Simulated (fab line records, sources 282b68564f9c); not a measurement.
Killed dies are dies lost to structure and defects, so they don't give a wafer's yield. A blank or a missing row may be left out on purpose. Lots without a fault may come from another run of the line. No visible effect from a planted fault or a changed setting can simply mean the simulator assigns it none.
Which tool is to blame? || flow ritCmos || Sampling: 13 lots, 39 wafers, 4 of 202 route steps

WHAT EACH GAUGE READ, for each wafer
RIT_ACTIVE_BOW_MEAS_00.
{"lot": "L540", "measured": "day 1 10:01", "on": "filmMetro-01", "INCOMING_BOW (um)": "0 1 -4"}
{"lot": "L541", "measured": "day 1 15:00", "on": "filmMetro-01", "INCOMING_BOW (um)": "5 -8 4"}
{"lot": "L542", "measured": "day 1 20:01", "on": "filmMetro-02", "INCOMING_BOW (um)": "-5 2 -12"}
{"lot": "L543", "measured": "day 2 01:01", "on": "filmMetro-03", "INCOMING_BOW (um)": "0 2 -9"}
{"lot": "L544", "measured": "day 2 06:00", "on": "filmMetro-02", "INCOMING_BOW (um)": "-4 -10 1"}
{"lot": "L545", "measured": "day 2 11:01", "on": "filmMetro-03", "INCOMING_BOW (um)": "3 3 1"}
{"lot": "L546", "measured": "day 2 16:00", "on": "filmMetro-03", "INCOMING_BOW (um)": "-9 -9 -8"}
{"lot": "L547", "measured": "day 2 21:00", "on": "filmMetro-01", "INCOMING_BOW (um)": "3 8 -1"}
{"lot": "L548", "measured": "day 3 02:00", "on": "filmMetro-03", "INCOMING_BOW (um)": "0 5 -11"}
{"lot": "L552", "measured": "day 3 22:01", "on": "filmMetro-02", "INCOMING_BOW (um)": "-8 -1 -6"}
{"lot": "L561", "measured": "day 5 19:01", "on": "filmMetro-01", "INCOMING_BOW (um)": "-13 -1 -9"}
{"lot": "L562", "measured": "day 6 00:01", "on": "filmMetro-02", "INCOMING_BOW (um)": "6 3 -10"}
{"lot": "L563", "measured": "day 6 05:00", "on": "filmMetro-02", "INCOMING_BOW (um)": "2 2 -6"}

RIT_ACTIVE_CD_MEAS_11: the cd target is 1400 nm.
{"lot": "L540", "measured": "day 1 14:28", "on": "cdSem-01", "cdNm (nm)": "1398.8 1398.7 1399.1"}
{"lot": "L541", "measured": "day 1 21:07", "on": "cdSem-01", "cdNm (nm)": "1399.4 1399.3 1399.9"}
{"lot": "L542", "measured": "day 2 00:28", "on": "cdSem-01", "cdNm (nm)": "1399.2 1397.6 1399.6"}
{"lot": "L543", "measured": "day 2 06:26", "on": "cdSem-01", "cdNm (nm)": "1403.1 1400.1 1402.2"}
{"lot": "L544", "measured": "day 2 11:43", "on": "cdSem-01", "cdNm (nm)": "1399.3 1400.3 1398.4"}
{"lot": "L545", "measured": "day 2 20:05", "on": "cdSem-02", "cdNm (nm)": "1401.6 1400.4 1401.3"}
{"lot": "L546", "measured": "day 2 21:31", "on": "cdSem-02", "cdNm (nm)": "1398.3 1397.3 1399.6"}
{"lot": "L547", "measured": "day 3 01:30", "on": "cdSem-02", "cdNm (nm)": "1402.5 1400.4 1402.0"}
{"lot": "L548", "measured": "day 3 07:32", "on": "cdSem-02", "cdNm (nm)": "1400.6 1399.9 1399.5"}
{"lot": "L552", "measured": "day 4 05:04", "on": "cdSem-02", "cdNm (nm)": "1550.4 1548.4 1548.0"}
{"lot": "L561", "measured": "day 6 00:13", "on": "cdSem-01", "cdNm (nm)": "1400.0 1400.2 1399.9"}
{"lot": "L562", "measured": "day 6 06:38", "on": "cdSem-02", "cdNm (nm)": "1400.4 1400.7 1399.4"}
{"lot": "L563", "measured": "day 6 10:55", "on": "cdSem-02", "cdNm (nm)": "1401.8 1400.6 1400.7"}

RIT_PRETRO_TW_MEAS_10.
{"lot": "L540", "measured": "day 2 10:40", "on": "filmMetro-03", "PRETRO_TW": "469 466 467"}
{"lot": "L541", "measured": "day 2 18:03", "on": "filmMetro-04", "PRETRO_TW": "482 480 480"}
{"lot": "L542", "measured": "day 2 19:18", "on": "filmMetro-03", "PRETRO_TW": "473 470 470"}
{"lot": "L543", "measured": "day 3 04:40", "on": "filmMetro-04", "PRETRO_TW": "480 480 481"}
{"lot": "L544", "measured": "day 3 09:20", "on": "filmMetro-04", "PRETRO_TW": "480 479 483"}
{"lot": "L545", "measured": "day 3 15:03", "on": "filmMetro-02", "PRETRO_TW": "477 480 480"}
{"lot": "L546", "measured": "day 3 15:17", "on": "filmMetro-03", "PRETRO_TW": "471 472 472"}
{"lot": "L547", "measured": "day 3 20:58", "on": "filmMetro-04", "PRETRO_TW": "482 483 482"}
{"lot": "L548", "measured": "day 4 02:25", "on": "filmMetro-02", "PRETRO_TW": "477 479 478"}
{"lot": "L552", "measured": "day 4 22:28", "on": "filmMetro-02", "PRETRO_TW": "478 479 480"}
{"lot": "L561", "measured": "day 6 18:38", "on": "filmMetro-03", "PRETRO_TW": "474 471 472"}
{"lot": "L562", "measured": "day 7 00:41", "on": "filmMetro-03", "PRETRO_TW": "469 470 469"}
{"lot": "L563", "measured": "day 7 05:04", "on": "filmMetro-03", "PRETRO_TW": "470 471 470"}

WHICH TOOL RAN EACH LOT (tool, then ch and the chambers of the sampled wafers, then the start)
{"lot": "L540", "RIT_ACTIVE_EXPOSE_08": "ilineStepper-02 ch 0, day 1 14:04"}
{"lot": "L541", "RIT_ACTIVE_EXPOSE_08": "ilineStepper-01 ch 0, day 1 20:43"}
{"lot": "L542", "RIT_ACTIVE_EXPOSE_08": "ilineStepper-01 ch 0, day 2 00:04"}
{"lot": "L543", "RIT_ACTIVE_EXPOSE_08": "ilineStepper-01 ch 0, day 2 06:02"}
{"lot": "L544", "RIT_ACTIVE_EXPOSE_08": "ilineStepper-02 ch 0, day 2 11:13"}
{"lot": "L545", "RIT_ACTIVE_EXPOSE_08": "ilineStepper-02 ch 0, day 2 19:41"}
{"lot": "L546", "RIT_ACTIVE_EXPOSE_08": "ilineStepper-02 ch 0, day 2 21:07"}
{"lot": "L547", "RIT_ACTIVE_EXPOSE_08": "ilineStepper-02 ch 0, day 3 01:06"}
{"lot": "L548", "RIT_ACTIVE_EXPOSE_08": "ilineStepper-01 ch 0, day 3 07:08"}
{"lot": "L552", "RIT_ACTIVE_EXPOSE_08": "ilineStepper-02 ch 0, day 4 04:40"}
{"lot": "L561", "RIT_ACTIVE_EXPOSE_08": "ilineStepper-02 ch 0, day 5 23:48"}
{"lot": "L562", "RIT_ACTIVE_EXPOSE_08": "ilineStepper-02 ch 0, day 6 06:14"}
{"lot": "L563", "RIT_ACTIVE_EXPOSE_08": "ilineStepper-02 ch 0, day 6 10:31"}
- RIT_ACTIVE_EXPOSE_08: exposes mask M1, target cd 1400 nm.

AS READ BY THE TOOLS THEMSELVES (means over the sampled wafers that have a number; for cases with no such wafer, the mark the record gives instead)
RIT_ACTIVE_EXPOSE_08.
{"lot": "L540", "tool": "ilineStepper-02", "exposureDoseMJCm2": 225.08, "stageVelMmS (mm/s)": 499.62}
{"lot": "L541", "tool": "ilineStepper-01", "exposureDoseMJCm2": 225.09, "stageVelMmS (mm/s)": 499.96}
{"lot": "L542", "tool": "ilineStepper-01", "exposureDoseMJCm2": 224.91, "stageVelMmS (mm/s)": 500.04}
{"lot": "L543", "tool": "ilineStepper-01", "exposureDoseMJCm2": 224.99, "stageVelMmS (mm/s)": 499.95}
{"lot": "L544", "tool": "ilineStepper-02", "exposureDoseMJCm2": 224.96, "stageVelMmS (mm/s)": 500.25}
{"lot": "L545", "tool": "ilineStepper-02", "exposureDoseMJCm2": 225.43, "stageVelMmS (mm/s)": 500.05}
{"lot": "L546", "tool": "ilineStepper-02", "exposureDoseMJCm2": 224.95, "stageVelMmS (mm/s)": 499.74}
{"lot": "L547", "tool": "ilineStepper-02", "exposureDoseMJCm2": 225.27, "stageVelMmS (mm/s)": 499.86}
{"lot": "L548", "tool": "ilineStepper-01", "exposureDoseMJCm2": 225.06, "stageVelMmS (mm/s)": 500.18}
{"lot": "L552", "tool": "ilineStepper-02", "exposureDoseMJCm2": 225.00, "stageVelMmS (mm/s)": 500.13}
{"lot": "L561", "tool": "ilineStepper-02", "exposureDoseMJCm2": 224.73, "stageVelMmS (mm/s)": 500.05}
{"lot": "L562", "tool": "ilineStepper-02", "exposureDoseMJCm2": 224.84, "stageVelMmS (mm/s)": 499.76}
{"lot": "L563", "tool": "ilineStepper-02", "exposureDoseMJCm2": 224.94, "stageVelMmS (mm/s)": 499.87}

THE ANSWER, worked out from the rows above alone
Rule: the lots themselves supply what counts as usual. The widest of any qualifying gaps counts: lots, ordered by their means at a reading, are off when they make up no more than a third of the lots, leave a main group of 4 or more, and stand apart from it by 3 or more times the standard deviation of that group's means. A main group whose means are all the same, to the digits that the tables above print for the reading, isn't used. Also off: a lot with no number at a reading for which 4 or more lots have one. All remaining lots with rows at the step are treated as sound. After the gauges, taken in route order, come the tools' own readings; for these a lot's mean is taken, as printed above. The first step at which some lot is off is used, and at that step the reading that is off furthest; a lot without a number counts as furthest.
Off: L552, at RIT_ACTIVE_CD_MEAS_11 (cdNm). Main group: mean 1400.1 nm, sd 1.1.
If a tool, at a process step before that reading, ran all the lots that are off and no sound lot after the first of them, it fits. Gauges at RIT_ACTIVE_CD_MEAS_11: tried the same way as those tools. Of those tried, none fits.

WHAT HAD BEEN PUT IN BY THE SIMULATOR
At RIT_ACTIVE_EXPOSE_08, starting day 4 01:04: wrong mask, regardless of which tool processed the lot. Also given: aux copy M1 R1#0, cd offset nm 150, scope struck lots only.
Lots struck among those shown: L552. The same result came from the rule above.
